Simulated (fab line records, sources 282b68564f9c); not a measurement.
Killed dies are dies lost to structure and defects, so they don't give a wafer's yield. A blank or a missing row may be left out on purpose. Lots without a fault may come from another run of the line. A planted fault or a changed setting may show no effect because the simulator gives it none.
A struck lot beside a sound one | flow rit_cmos | 15 steps out of a route of 202
Sound: wafers L924.2, L924.4, L924.5. Struck: wafers L934.1, L934.3, L934.5. The cause comes at the end.
At each step with rows: each side's tool, then ch and its chambers, then its first start. Under that, the readings that differ: sound wafers | struck wafers | difference of the means | sigmas: that difference in standard deviations of wafers without a fault.
alike: readings whose means differ by less than 2 such deviations, and words and numbers that are the same on both sides. not compared: withheld readings, readings that some wafer has no value for, bounds like >300 that may hide the same value, and numbers for which the record gives no deviation and whose values overlap.
The two part at a step that has a row with sigmas, a row that says differs or no value, or rows on one side only. Numbers that don't overlap but have no deviation are shown without sigmas and don't part them. A reading that every wafer of one side lacks parts them only if that side has two wafers or more.

first, 4 steps without rows for these wafers: RIT_GATE_SOFTBAKE_12 (time 60 s); RIT_GATE_EXPOSE_13 (exposes mask M6, target cd 150 nm); RIT_GATE_PEB_14; RIT_GATE_DEVELOP_15 (develop time 48.17 s).
RIT_GATE_CD_MEAS_16: target cd 150 nm.
  sound on cd_sem-01, day 3 03:44; struck on cd_sem-01, day 5 05:33
  alike: cd_nm
RIT_GATE_OVL_MEAS_17:
  sound on overlay-02, day 3 03:50; struck on overlay-02, day 5 05:40
  alike: GATE_OVL
then, 1 step without rows for these wafers: RIT_GATE_HARDBAKE_18 (time 60 s).
RIT_GATE_ETCH_19: etches poly-Si in SF6/CHF3/O2, stops on SiO2, time 165 s, target depth 312.5 nm.
  sound on rie_si-01 ch 2,3, day 3 04:01; struck on rie_si-01 ch 1,3, day 5 05:51
  reading               | sound             | struck            | difference | sigmas
  oes_product_au (a.u.) | 0.879 0.874 0.885 | 0.840 0.862 0.841 | -0.032     | -2
  alike: drypump_motor_current_A, throttle_valve_pct
  not compared: rf_hours_counter_h
RIT_GATE_STRIP_20: strips in O2, time 180 s.
  sound on plasma_asher-03 ch 0,1, day 3 04:07; struck on plasma_asher-02 ch 0, day 5 05:58
  reading                     | sound       | struck      | difference | sigmas
  drypump_motor_current_A (A) | 5.4 6.0 5.9 | 5.0 5.0 5.0 | -0.8       | -2
  not compared: rf_hours_counter_h
RIT_GATE_CD_MEAS_90: target cd 150 nm.
  sound on cd_sem-02, day 3 04:19; struck on cd_sem-01, day 5 06:08
  alike: cd_nm
then, 2 steps without rows for these wafers: RIT_REOX_CLEAN_00 (cleans in SC1, time 577 s); RIT_REOX_CLEAN_01 (cleans in dHF, time 30 s).
RIT_REOX_CLEAN_02: cleans in SC2, time 600 s.
  sound on wet_bench-03 ch 3, day 3 04:38; struck on wet_bench-03 ch 3, day 5 06:27
  reading          | sound       | struck      | difference | sigmas
  run_length_s (s) | 625 625 625 | 449 449 449 | -176       | -55
  alike: bath_heat_duty_pct, temp_c
then, 1 step without rows for these wafers: RIT_REOX_OXIDATION_03 (target thk 25.2 nm, ox time 5580 s).
RIT_M1_PROBE_99:
  sound on prober-01, day 4 01:29; struck on prober-01, day 6 03:08
  reading            | sound | struck | difference | sigmas
  killed_at_M0_to_M3 | 1 0 0 | 0 0 0  | +0         | -2
  alike: killed_at_front_end, killed_dies, killed_open, killed_short

WHERE THEY PART
First at RIT_GATE_ETCH_19; last, within this record, at RIT_M1_PROBE_99.

WHY: what the simulator had put in
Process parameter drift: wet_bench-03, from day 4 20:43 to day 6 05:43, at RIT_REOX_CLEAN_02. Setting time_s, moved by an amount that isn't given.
